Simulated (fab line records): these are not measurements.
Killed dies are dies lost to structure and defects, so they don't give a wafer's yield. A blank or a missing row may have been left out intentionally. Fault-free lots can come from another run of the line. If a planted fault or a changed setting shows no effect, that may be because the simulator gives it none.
fab line records | flow berkeley-cmos170
[record] lots = 14 | wafers = 42 | last-day = 11
route steps=331 shown ACTIVE@66 NLDD@167 CONTACT@224 M3@325
lots with no fault: from the same line, run without faults
start-h: hours from the record's first day to the start of the lot's first wafer shown | wait-h: hours elapsed since this lot's preceding step | " identical to the entry in the row above | L1.1+2: one row covering several wafers at once | - value missing, or start not given | * or withheld: withheld | < > ~ a bound
route shown NAME@n: a module of which the file shows steps, and the number in the route of the first | usual: mean and standard deviation over wafers with no fault | same: alike in all rows | chamber/n: place in a boat | sites: each site's reading | _std_site: the values' standard deviation | _edge_site: the outer-site mean with the inner-site mean subtracted | radius-mm: how far each site lies from the wafer's centre | mask NAME#n: copy n | behind: the tool/chamber that last shaped the wafer | hold: reason for holding the lot/hours on hold/outcome of the hold | device: transistor that didn't switch, given as n, p or np | end of line: tests of these same wafers at the route's end | a step given without rows: its recipe and nothing more | killed: at the first sort, the dies lost to defects and structure; wafer yield is something else | map: shows each die of a wafer: x if killed, . if not, _ if none is there
set.NAME: the setting as run; set.NAME@STEP: as run at that earlier step | model.NAME: the simulator's own value behind a step, which no gauge read
a sample of lots followed through the steps of the route, with each step as a table and each wafer as a row
services: the hour from which a tool's chamber was out of use, counted from the record's first day as start-h (under 0 if before that day), plus the number of hours and why
[[steps]]
[step UCB170_ACTIVE_THK_MEAS_06]
[recipe] reads = Si3N4_of_ACTIVE_CVD_05
[usual] ACTIVE_NITRIDE_THK = 218.2/2.3
lot.wafer | tool          | chamber | start-h | wait-h | ACTIVE_NITRIDE_THK[nm]
L259.1    | film-metro-01 | -       | 86.56   | 0.0    | 216.8
L259.2    | "             | -       | "       | "      | 216.9
L259.5    | "             | -       | "       | "      | 217.1
L257.2    | film-metro-03 | -       | 86.63   | 0.1    | 219.1
L257.4    | "             | -       | "       | "      | 220.3
L257.5    | "             | -       | "       | "      | 219.1
L260.1    | film-metro-02 | -       | 91.84   | 0.0    | 216.9
L260.2    | "             | -       | "       | "      | 216.3
L260.6    | "             | -       | "       | "      | 216.4
L261.2    | film-metro-01 | -       | 100.97  | 0.0    | 222.2
L261.5    | "             | -       | "       | "      | 222.0
L261.6    | "             | -       | "       | "      | 217.6
L263.1    | film-metro-02 | -       | 109.89  | 0.0    | 216.5
L263.5    | "             | -       | "       | "      | 217.1
L263.6    | "             | -       | "       | "      | 215.4
L265.1    | film-metro-01 | -       | 109.95  | 0.1    | 216.4
L265.2    | "             | -       | "       | "      | 217.8
L265.4    | "             | -       | "       | "      | 216.2
L266.1    | film-metro-02 | -       | 120.92  | 0.0    | 216.5
L266.2    | "             | -       | "       | "      | 216.5
L266.5    | "             | -       | "       | "      | 214.6
L267.2    | film-metro-01 | -       | 136.07  | 0.0    | 218.5
L267.4    | "             | -       | "       | "      | 218.3
L267.5    | "             | -       | "       | "      | 216.5
L268.1    | film-metro-02 | -       | 140.60  | 0.0    | 216.6
L268.4    | "             | -       | "       | "      | 214.5
L268.5    | "             | -       | "       | "      | 216.9
L271.1    | film-metro-01 | -       | 142.52  | 0.0    | 217.5
L271.3    | "             | -       | "       | "      | 217.0
L271.4    | "             | -       | "       | "      | 217.1
L269.2    | film-metro-03 | -       | 142.57  | 0.0    | 217.9
L269.5    | "             | -       | "       | "      | 217.5
L269.6    | "             | -       | "       | "      | 217.8
L273.1    | film-metro-01 | -       | 163.72  | 0.0    | 221.0
L273.2    | "             | -       | "       | "      | 221.4
L273.6    | "             | -       | "       | "      | 221.2
L276.2    | film-metro-01 | -       | 189.95  | 0.0    | 220.0
L276.4    | "             | -       | "       | "      | 220.9
L276.5    | "             | -       | "       | "      | 218.8
L279.3    | film-metro-02 | -       | 189.96  | 0.0    | 217.2
L279.5    | "             | -       | "       | "      | 216.9
L279.6    | "             | -       | "       | "      | 216.8
[step UCB170_NLDD_IMPLANT_09]
[recipe] species = As | dose-cm2 = 5e+13 | energy-kev = 30 | tilt-deg = 7 | rotation-deg = 180
[usual] dose-ions-cm2 = 5e+13/5.3e+10 | faraday-current-uA = 159/3 | tilt-deg = 7.004/0.021
lot.wafer | tool         | chamber | start-h | wait-h | dose-ions-cm2 | faraday-current-uA | tilt-deg
L259.1    | implanter-02 | 0       | 144.97  | 0.1    | 4.993e+13     | 158                | 7.002
L259.2    | "            | 0       | "       | "      | 4.998e+13     | 156                | 7.008
L259.5    | "            | 0       | "       | "      | 4.982e+13     | 165                | 6.992
L260.1    | implanter-03 | 0       | 145.05  | 0.1    | 4.996e+13     | 157                | 6.997
L260.2    | "            | 0       | "       | "      | 5e+13         | 162                | 7.003
L260.6    | "            | 0       | "       | "      | 5.006e+13     | 163                | 6.987
L257.2    | implanter-03 | 0       | 146.16  | 0.1    | 5.002e+13     | 161                | 7.022
L257.4    | "            | 0       | "       | "      | 5.003e+13     | 158                | 6.987
L257.5    | "            | 0       | "       | "      | 5.004e+13     | 163                | 7.024
L261.2    | implanter-02 | 0       | 159.37  | 0.1    | 5.006e+13     | 159                | 7.020
L261.5    | "            | 0       | "       | "      | 5.002e+13     | 158                | 7.002
L261.6    | "            | 0       | "       | "      | 5.007e+13     | 163                | 6.977
L263.1    | implanter-02 | 0       | 165.89  | 0.1    | 4.994e+13     | 161                | 7.002
L263.5    | "            | 0       | "       | "      | 4.993e+13     | 153                | 6.995
L263.6    | "            | 0       | "       | "      | 5e+13         | 160                | 7.003
L265.1    | implanter-02 | 0       | 166.41  | 0.1    | 5.003e+13     | 154                | 6.980
L265.2    | "            | 0       | "       | "      | 4.993e+13     | 162                | 6.981
L265.4    | "            | 0       | "       | "      | 4.992e+13     | 156                | 6.980
L266.1    | implanter-03 | 0       | 174.25  | 0.1    | 5.01e+13      | 157                | 7.033
L266.2    | "            | 0       | "       | "      | 5.004e+13     | 163                | 7.010
L266.5    | "            | 0       | "       | "      | 4.999e+13     | 157                | 7.017
L267.2    | implanter-02 | 0       | 190.37  | 0.1    | 5.004e+13     | 158                | 7.007
L267.4    | "            | 0       | "       | "      | 5.001e+13     | 156                | 7.005
L267.5    | "            | 0       | "       | "      | 4.999e+13     | 163                | 7.012
L269.2    | implanter-03 | 0       | 200.77  | 0.1    | 5.003e+13     | 154                | 7.041
L269.5    | "            | 0       | "       | "      | 4.99e+13      | 163                | 7.035
L269.6    | "            | 0       | "       | "      | 4.999e+13     | 159                | 7.025
L268.1    | implanter-01 | 0       | 201.04  | 0.1    | 4.989e+13     | 158                | 7.041
L268.4    | "            | 0       | "       | "      | 4.996e+13     | 163                | 7.027
L268.5    | "            | 0       | "       | "      | 4.988e+13     | 163                | 7.018
L271.1    | implanter-03 | 0       | 201.40  | 0.1    | 4.997e+13     | 155                | 7.026
L271.3    | "            | 0       | "       | "      | 5.003e+13     | 157                | 7.006
L271.4    | "            | 0       | "       | "      | 4.996e+13     | 166                | 6.993
L273.1    | implanter-03 | 0       | 215.42  | 0.1    | 5.003e+13     | 157                | 6.990
L273.2    | "            | 0       | "       | "      | 5.014e+13     | 160                | 7.016
L273.6    | "            | 0       | "       | "      | 5.003e+13     | 158                | 7.013
L276.2    | implanter-02 | 0       | 233.81  | 0.1    | 6.099e+13     | 187                | 7.026
L276.4    | "            | 0       | "       | "      | 6.1e+13       | 188                | 7.026
L276.5    | "            | 0       | "       | "      | 6.107e+13     | 190                | 7.020
L279.3    | implanter-02 | 0       | 235.09  | 0.1    | 6.095e+13     | 194                | 6.962
L279.5    | "            | 0       | "       | "      | 6.099e+13     | 199                | 6.958
L279.6    | "            | 0       | "       | "      | 6.096e+13     | 197                | 6.979
[step UCB170_NLDD_TW_MEAS_11]
[usual] NLDD_TW = 2229/20
lot.wafer | tool          | chamber | start-h | wait-h | NLDD_TW
L259.1    | film-metro-02 | -       | 145.22  | 0.1    | 2236
L259.2    | "             | -       | "       | "      | 2229
L259.5    | "             | -       | "       | "      | 2243
L260.1    | film-metro-03 | -       | 145.30  | 0.1    | 2239
L260.2    | "             | -       | "       | "      | 2239
L260.6    | "             | -       | "       | "      | 2246
L257.2    | film-metro-03 | -       | 146.39  | 0.1    | 2239
L257.4    | "             | -       | "       | "      | 2249
L257.5    | "             | -       | "       | "      | 2252
L261.2    | film-metro-01 | -       | 159.60  | 0.1    | 2213
L261.5    | "             | -       | "       | "      | 2214
L261.6    | "             | -       | "       | "      | 2203
L263.1    | film-metro-03 | -       | 166.14  | 0.1    | 2253
L263.5    | "             | -       | "       | "      | 2224
L263.6    | "             | -       | "       | "      | 2230
L265.1    | film-metro-02 | -       | 166.66  | 0.1    | 2252
L265.2    | "             | -       | "       | "      | 2240
L265.4    | "             | -       | "       | "      | 2243
L266.1    | film-metro-02 | -       | 174.50  | 0.1    | 2261
L266.2    | "             | -       | "       | "      | 2254
L266.5    | "             | -       | "       | "      | 2249
L267.2    | film-metro-01 | -       | 190.60  | 0.1    | 2208
L267.4    | "             | -       | "       | "      | 2201
L267.5    | "             | -       | "       | "      | 2200
L269.2    | film-metro-03 | -       | 201.00  | 0.1    | 2246
L269.5    | "             | -       | "       | "      | 2246
L269.6    | "             | -       | "       | "      | 2264
L268.1    | film-metro-02 | -       | 201.29  | 0.1    | 2240
L268.4    | "             | -       | "       | "      | 2263
L268.5    | "             | -       | "       | "      | 2255
L271.1    | film-metro-02 | -       | 201.65  | 0.1    | 2264
L271.3    | "             | -       | "       | "      | 2250
L271.4    | "             | -       | "       | "      | 2263
L273.1    | film-metro-01 | -       | 215.67  | 0.1    | 2203
L273.2    | "             | -       | "       | "      | 2201
L273.6    | "             | -       | "       | "      | 2197
L276.2    | film-metro-03 | -       | 234.04  | 0.1    | 2304
L276.4    | "             | -       | "       | "      | 2297
L276.5    | "             | -       | "       | "      | 2290
L279.3    | film-metro-02 | -       | 235.31  | 0.1    | 2312
L279.5    | "             | -       | "       | "      | 2315
L279.6    | "             | -       | "       | "      | 2318
[step UCB170_SDANNEAL_RS_MEAS_05]
[recipe] thk-meas-gauge = four-point-probe
[usual] NLDD_RS = 615.9/1.4
lot.wafer | tool          | chamber | start-h | wait-h | NLDD_RS[ohm/sq]
L259.1    | film-metro-03 | -       | 152.98  | 0.1    | 617.8
L259.2    | "             | -       | "       | "      | 618.6
L259.5    | "             | -       | "       | "      | 618.3
L260.1    | film-metro-01 | -       | 153.22  | 0.1    | 614.9
L260.2    | "             | -       | "       | "      | 614.7
L260.6    | "             | -       | "       | "      | 614.0
L257.2    | film-metro-01 | -       | 156.14  | 0.1    | 616.1
L257.4    | "             | -       | "       | "      | 615.4
L257.5    | "             | -       | "       | "      | 615.4
L261.2    | film-metro-02 | -       | 170.16  | 0.1    | 617.0
L261.5    | "             | -       | "       | "      | 617.4
L261.6    | "             | -       | "       | "      | 617.3
L263.1    | film-metro-03 | -       | 178.07  | 0.1    | 618.6
L263.5    | "             | -       | "       | "      | 617.3
L263.6    | "             | -       | "       | "      | 620.1
L265.1    | film-metro-02 | -       | 178.27  | 0.1    | 616.8
L265.2    | "             | -       | "       | "      | 616.6
L265.4    | "             | -       | "       | "      | 615.2
L266.1    | film-metro-03 | -       | 193.63  | 0.1    | 616.7
L266.2    | "             | -       | "       | "      | 614.9
L266.5    | "             | -       | "       | "      | 617.3
L267.2    | film-metro-02 | -       | 200.48  | 0.1    | 616.7
L267.4    | "             | -       | "       | "      | 616.4
L267.5    | "             | -       | "       | "      | 618.5
L268.1    | film-metro-02 | -       | 212.26  | 0.1    | 616.1
L268.4    | "             | -       | "       | "      | 615.2
L268.5    | "             | -       | "       | "      | 615.6
L271.1    | film-metro-01 | -       | 212.65  | 0.1    | 612.0
L271.3    | "             | -       | "       | "      | 614.8
L271.4    | "             | -       | "       | "      | 614.0
L269.2    | film-metro-02 | -       | 212.91  | 0.1    | 615.4
L269.5    | "             | -       | "       | "      | 615.9
L269.6    | "             | -       | "       | "      | 614.7
L273.1    | film-metro-01 | -       | 224.03  | 0.1    | 614.7
L273.2    | "             | -       | "       | "      | 615.7
L273.6    | "             | -       | "       | "      | 615.2
L279.3    | film-metro-02 | -       | 245.63  | 0.1    | 575.0
L279.5    | "             | -       | "       | "      | 573.4
L279.6    | "             | -       | "       | "      | 574.5
L276.2    | film-metro-01 | -       | 247.92  | 0.1    | 572.8
L276.4    | "             | -       | "       | "      | 571.7
L276.5    | "             | -       | "       | "      | 572.2
[step UCB170_CONTACT_RTA_08]
[recipe] temp-c = 900 | time-s = 10 | ambient = N2
[usual] lamp-power-pct = 25.6/0.5 | wafer_temp_C_max = 904.4/1.2
lot.wafer | tool          | chamber | start-h | wait-h | lamp-power-pct | wafer_temp_C_max
L259.1    | rtp-anneal-01 | 0       | 157.12  | 0.0    | 26.1           | 905.2
L259.2    | "             | 0       | "       | "      | 26.1           | 906.4
L259.5    | "             | 0       | "       | "      | 26.1           | 906.6
L260.1    | rtp-anneal-02 | 0       | 157.46  | 0.0    | 25.1           | 904.3
L260.2    | "             | 0       | "       | "      | 25.1           | 904.2
L260.6    | "             | 0       | "       | "      | 25.1           | 904.5
L257.2    | rtp-anneal-01 | 0       | 162.98  | 0.0    | 26.1           | 903.5
L257.4    | "             | 0       | "       | "      | 26.0           | 905.7
L257.5    | "             | 0       | "       | "      | 26.0           | 904.5
L261.2    | rtp-anneal-01 | 0       | 174.28  | 0.0    | 26.1           | 904.0
L261.5    | "             | 0       | "       | "      | 26.1           | 904.6
L261.6    | "             | 0       | "       | "      | 26.0           | 905.7
L263.1    | rtp-anneal-01 | 0       | 181.96  | 0.0    | 26.1           | 905.0
L263.5    | "             | 0       | "       | "      | 26.0           | 904.7
L263.6    | "             | 0       | "       | "      | 26.0           | 907.0
L265.1    | rtp-anneal-02 | 0       | 181.96  | 0.0    | 25.1           | 903.2
L265.2    | "             | 0       | "       | "      | 25.0           | 903.6
L265.4    | "             | 0       | "       | "      | 25.1           | 904.0
L266.1    | rtp-anneal-01 | 0       | 201.79  | 0.0    | 26.1           | 907.3
L266.2    | "             | 0       | "       | "      | 26.0           | 905.5
L266.5    | "             | 0       | "       | "      | 26.1           | 904.4
L267.2    | rtp-anneal-02 | 0       | 203.84  | 0.0    | 25.1           | 903.3
L267.4    | "             | 0       | "       | "      | 25.1           | 904.0
L267.5    | "             | 0       | "       | "      | 25.1           | 902.6
L268.1    | rtp-anneal-02 | 0       | 216.11  | 0.0    | 25.1           | 903.5
L268.4    | "             | 0       | "       | "      | 25.1           | 902.5
L268.5    | "             | 0       | "       | "      | 25.1           | 904.2
L271.1    | rtp-anneal-02 | 0       | 217.67  | 0.0    | 25.1           | 903.3
L271.3    | "             | 0       | "       | "      | 25.0           | 902.5
L271.4    | "             | 0       | "       | "      | 25.1           | 903.0
L269.2    | rtp-anneal-01 | 0       | 218.09  | 0.0    | 26.1           | 904.6
L269.5    | "             | 0       | "       | "      | 26.0           | 905.9
L269.6    | "             | 0       | "       | "      | 26.0           | 906.1
L273.1    | rtp-anneal-01 | 0       | 227.26  | 0.0    | 26.1           | 904.5
L273.2    | "             | 0       | "       | "      | 26.1           | 904.4
L273.6    | "             | 0       | "       | "      | 26.1           | 904.1
L279.3    | rtp-anneal-01 | 0       | 248.85  | 0.0    | 26.1           | 904.8
L279.5    | "             | 0       | "       | "      | 26.0           | 904.9
L279.6    | "             | 0       | "       | "      | 26.1           | 904.2
L276.2    | rtp-anneal-02 | 0       | 252.45  | 0.0    | 25.1           | 903.3
L276.4    | "             | 0       | "       | "      | 25.1           | 902.7
L276.5    | "             | 0       | "       | "      | 25.1           | 903.7
[step UCB170_M3_OVL_MEAS_16]
[usual] M3_OVL = 4/6
lot.wafer | tool       | chamber | start-h | wait-h | M3_OVL[nm]
L260.1    | overlay-01 | -       | 176.32  | 0.1    | 3
L260.2    | "          | -       | "       | "      | 3
L260.6    | "          | -       | "       | "      | 9
L259.1    | overlay-01 | -       | 176.41  | 0.1    | -2
L259.2    | "          | -       | "       | "      | 1
L259.5    | "          | -       | "       | "      | -2
L257.2    | overlay-01 | -       | 194.32  | 0.1    | -9
L257.4    | "          | -       | "       | "      | -1
L257.5    | "          | -       | "       | "      | 0
L261.2    | overlay-02 | -       | 204.01  | 0.1    | -1
L261.5    | "          | -       | "       | "      | -14
L261.6    | "          | -       | "       | "      | -2
L263.1    | overlay-01 | -       | 205.28  | 0.1    | 7
L263.5    | "          | -       | "       | "      | 10
L263.6    | "          | -       | "       | "      | -1
L265.1    | overlay-02 | -       | 205.66  | 0.1    | 2
L265.2    | "          | -       | "       | "      | -1
L265.4    | "          | -       | "       | "      | 1
L266.1    | overlay-02 | -       | 221.30  | 0.1    | 12
L266.2    | "          | -       | "       | "      | 3
L266.5    | "          | -       | "       | "      | 10
L267.2    | overlay-02 | -       | 223.33  | 0.1    | 11
L267.4    | "          | -       | "       | "      | 6
L267.5    | "          | -       | "       | "      | -2
L268.1    | overlay-01 | -       | 236.36  | 0.1    | -5
L268.4    | "          | -       | "       | "      | -3
L268.5    | "          | -       | "       | "      | -2
L271.1    | overlay-01 | -       | 237.36  | 0.1    | -4
L271.3    | "          | -       | "       | "      | -4
L271.4    | "          | -       | "       | "      | 1
L269.2    | overlay-02 | -       | 239.44  | 0.1    | 14
L269.5    | "          | -       | "       | "      | 13
L269.6    | "          | -       | "       | "      | 17
L273.1    | overlay-01 | -       | 252.23  | 0.1    | 9
L273.2    | "          | -       | "       | "      | 12
L273.6    | "          | -       | "       | "      | 5
L279.3    | overlay-02 | -       | 267.90  | 0.1    | 12
L279.5    | "          | -       | "       | "      | 13
L279.6    | "          | -       | "       | "      | 16
L276.2    | overlay-01 | -       | 272.02  | 0.1    | 6
L276.4    | "          | -       | "       | "      | 10
L276.5    | "          | -       | "       | "      | 8
[[services]]
tool          | chamber | start-h | hours | kind
rtp-anneal-02 | -       | 130.63  | 6.3   | pm
implanter-02  | -       | 166.87  | 3.4   | repair
implanter-01  | -       | 222.86  | 3.2   | repair
implanter-03  | -       | 225.81  | 6.1   | repair
implanter-01  | -       | 226.42  | 2.6   | repair
implanter-01  | -       | 242.85  | 5.7   | repair
implanter-01  | -       | 252.06  | 5.4   | pm
[[key]]
[first-sign] step = UCB170_NLDD_IMPLANT_09 | reading = dose-ions-cm2 | direction = up | sigmas = 99+ | usual = 5e+13 | struck = 6.099e+13
[effect] step = UCB170_NLDD_IMPLANT_09 | reading = faraday-current-uA | direction = up | sigmas = 11 | usual = 159 | struck = 193
[effect] step = UCB170_NLDD_TW_MEAS_11 | reading = NLDD_TW | direction = up | sigmas = 3.8 | usual = 2229 | struck = 2306
[effect] step = UCB170_SDANNEAL_RS_MEAS_05 | reading = NLDD_RS | direction = down | sigmas = 30 | usual = 615.9 | struck = 573.3
met-at UCB170_NLDD_IMPLANT_09
struck-lots L276,L279
tester-left-out L276,L279
not-acting-at UCB170_ACTIVE_THK_MEAS_06,UCB170_CONTACT_RTA_08,UCB170_M3_OVL_MEAS_16
onset-between 190.37 233.81
[fault] kind = process-parameter-drift | tool = implanter-02 | chamber = - | onset-h = 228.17 | steps = UCB170_NLDD_IMPLANT_09 | channel = dose-cm2 | offset = 1.0991e+13 | shape = step | end-h = 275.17 | acts-in = these-recipes-only | stated = 5e+13
// tester-left-out: of these lots the tester's yield and bins aren't shown, on N5 and GAA mostly nor the transistor test; their killed dies are dies lost to structure and defects alone, not to doping, threshold or leakage, so they don't give the yield
